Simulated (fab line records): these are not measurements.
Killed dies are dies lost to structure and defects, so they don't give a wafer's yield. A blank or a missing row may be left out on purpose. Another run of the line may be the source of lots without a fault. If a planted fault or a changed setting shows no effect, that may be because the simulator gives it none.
Which tool is to blame? / flow ritCmos / 7 lots with 21 wafers sampled at 2 steps, on a route of 202 steps

WHAT THE GAUGES SHOWED, per wafer
RIT_NSD_OVL_MEAS_06.
lot=L850; measured=day 3 04:13; on=overlay-02; NSD_OVL (nm)=-1.7 -0.2 -0.8
lot=L853; measured=day 3 23:07; on=overlay-01; NSD_OVL (nm)=-1.6 0.0 -0.5
lot=L855; measured=day 4 06:59; on=overlay-01; NSD_OVL (nm)=0.2 0.2 1.5
lot=L862; measured=day 5 17:26; on=overlay-02; NSD_OVL (nm)=-180.4 -180.1 -180.4
lot=L865; measured=day 6 08:41; on=overlay-01; NSD_OVL (nm)=1.2 0.9 -1.3
lot=L867; measured=day 6 18:18; on=overlay-02; NSD_OVL (nm)=-0.3 0.3 0.4
lot=L869; measured=day 7 03:25; on=overlay-01; NSD_OVL (nm)=-1.3 -2.3 -1.8

TOOL THAT RAN EACH LOT (tool first, then ch and the chambers of the sampled wafers, then the start)
lot=L850; RIT_NSD_EXPOSE_03=ilineStepper-02 ch 0, day 3 03:49
lot=L853; RIT_NSD_EXPOSE_03=ilineStepper-01 ch 0, day 3 22:43
lot=L855; RIT_NSD_EXPOSE_03=ilineStepper-01 ch 0, day 4 06:37
lot=L862; RIT_NSD_EXPOSE_03=ilineStepper-01 ch 0, day 5 17:02
lot=L865; RIT_NSD_EXPOSE_03=ilineStepper-02 ch 0, day 6 08:11
lot=L867; RIT_NSD_EXPOSE_03=ilineStepper-02 ch 0, day 6 17:54
lot=L869; RIT_NSD_EXPOSE_03=ilineStepper-02 ch 0, day 7 03:01
- RIT_NSD_EXPOSE_03: exposes mask M9, target cd 40700 nm.

THE ANSWER, worked out from the rows above alone
Rule: usual is defined by the lots themselves. Put in order of their means at a reading, lots are off if they are a third of the lots or fewer, leave a main group of 4 or more, and stand apart from it by a gap of 3 or more times the standard deviation of the main group's means; of several such gaps the widest counts. Not used: any main group whose means are identical at the precision the tables above print for the reading. A lot without any number at a reading at which 4 lots or more have one is off too. Where the step has rows for the other lots, those lots are counted as sound.
Off: L862, seen at RIT_NSD_OVL_MEAS_06 (NSD_OVL). Mean -0.4 nm and standard deviation 0.83 in the main group.
If a tool, at a process step before that reading, ran all the lots that are off and no sound lot after the first of them, it fits. Those tools and the gauges at RIT_NSD_OVL_MEAS_06 are tried in the same way. One fits: RIT_NSD_EXPOSE_03 on ilineStepper-01. A fault onset in the window from L855 (day 4 06:37, its last sound lot) to L862 (day 5 17:02, its first lot off) fits.

WHAT THE SIMULATOR HAD INSERTED
Scanner matching overlay: ilineStepper-01, from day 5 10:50 on, at RIT_NSD_EXPOSE_03. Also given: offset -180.
Lots struck among those shown: L862. The rule above reached the same finding.
